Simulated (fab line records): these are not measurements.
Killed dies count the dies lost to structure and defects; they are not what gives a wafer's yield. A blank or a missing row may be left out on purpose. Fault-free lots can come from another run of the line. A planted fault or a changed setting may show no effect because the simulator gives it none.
A struck lot beside a sound one -- flow ritCmos -- 16 out of 202 route steps
Sound: the wafers L318.1, L318.3, L318.5. Wafers L328.2, L328.5, L328.6 were the ones struck. Last of all comes the cause.
Order at every step that has rows: each side's tool, ch and its chambers, its first start. Under that, the readings that differ: sound wafers -- struck wafers -- difference of the means -- sigmas: that difference in standard deviations of wafers without a fault.
alike: words and numbers the same on both sides, and readings whose means are apart by under 2 such deviations; not compared: readings that were withheld, readings missing a value for some wafer, numbers with overlapping values and no deviation given by the record, and bounds like >300 which may hide the same value.
Wherever a step has rows on one side only, a row that says differs or no value, or a row with sigmas, the two part there. Non-overlapping numbers with no deviation appear without sigmas and do not part them. A reading that every wafer of one side lacks parts them only if that side has two wafers or more.

first, 2 steps without rows for these wafers: RIT_NRETRO_HARDBAKE_07 (time 120 s); RIT_NRETRO_IMPLANT_08.
RIT_NRETRO_STRIP_09: strips in O2, time 180 s.
  sound on plasmaAsher-01 ch 0,1, day 2 20:40; struck on plasmaAsher-04 ch 0,1, day 5 01:33
  alike: drypumpMotorCurrentA
  not compared: rfHoursCounterH
RIT_NRETRO_TW_MEAS_10:
  sound on filmMetro-02 at day 2 20:50; struck on filmMetro-02 at day 5 01:44
  alike: NRETRO_TW
then, 6 steps without rows for these wafers: RIT_PRETRO_HMDS_00 (prime time 60 s); RIT_PRETRO_COAT_01 (resist thk 1300 nm); RIT_PRETRO_SOFTBAKE_02 (time 60 s); RIT_PRETRO_EXPOSE_03 (exposes mask M5, target cd 43700 nm); RIT_PRETRO_PEB_04; RIT_PRETRO_DEVELOP_05 (develop time 68 s).
RIT_PRETRO_OVL_MEAS_06:
  sound on overlay-02 at day 2 21:47; struck on overlay-01 at day 5 02:40
  alike: PRETRO_OVL
then, 1 step without rows for these wafers: RIT_PRETRO_HARDBAKE_07 (time 120 s).
RIT_PRETRO_IMPLANT_08:
  sound on implanter-01 ch 0, day 2 22:04; struck on implanter-04 ch 0, day 5 02:58
reading,sound,struck,difference,sigmas
beamEnergyKeV,45.014 45.023 45.003,54.700 54.672 54.701,+9.678,+99 or more
model.implant.rpNm (nm),144.4 144.4 144.4,172.7 172.7 172.7,+28.3,
model.implant.drpNm (nm),55.07 55.07 55.07,61.55 61.55 61.55,+6.48,
  alike: tiltDeg
RIT_PRETRO_STRIP_09: strips in O2, time 180 s.
  sound on plasmaAsher-02 ch 0,1, day 2 22:13; struck on plasmaAsher-03 ch 0,1, day 5 03:06
  alike: drypumpMotorCurrentA
  not compared: rfHoursCounterH
RIT_PRETRO_TW_MEAS_10:
  sound on filmMetro-04 at day 2 22:23; struck on filmMetro-02 at day 5 03:34
reading,sound,struck,difference,sigmas
PRETRO_TW,464 464 465,487 489 488,+24,+6
  not compared: hold
RIT_M1_PROBE_99:
  sound on prober-01 at day 4 00:49; struck on prober-01 at day 6 09:58
  no value came back on the struck wafers for any of 8 readings (model.etest.nmos_0p3.rOnOhmUm, model.etest.nmosTurned.driveUaUm and others); on the sound wafers model.etest.nmos_0p3.rOnOhmUm reads 2163 2233 2176
  alike: killedAtContacts, killedAtFrontEnd, killedDies, killedOpen, killedShort

WHERE THEY PART
Earliest at RIT_PRETRO_IMPLANT_08; latest, in this record, at RIT_M1_PROBE_99.

WHY: what the simulator had put in
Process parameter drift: implanter-04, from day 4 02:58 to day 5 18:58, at RIT_PRETRO_IMPLANT_08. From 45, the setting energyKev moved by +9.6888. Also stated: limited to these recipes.
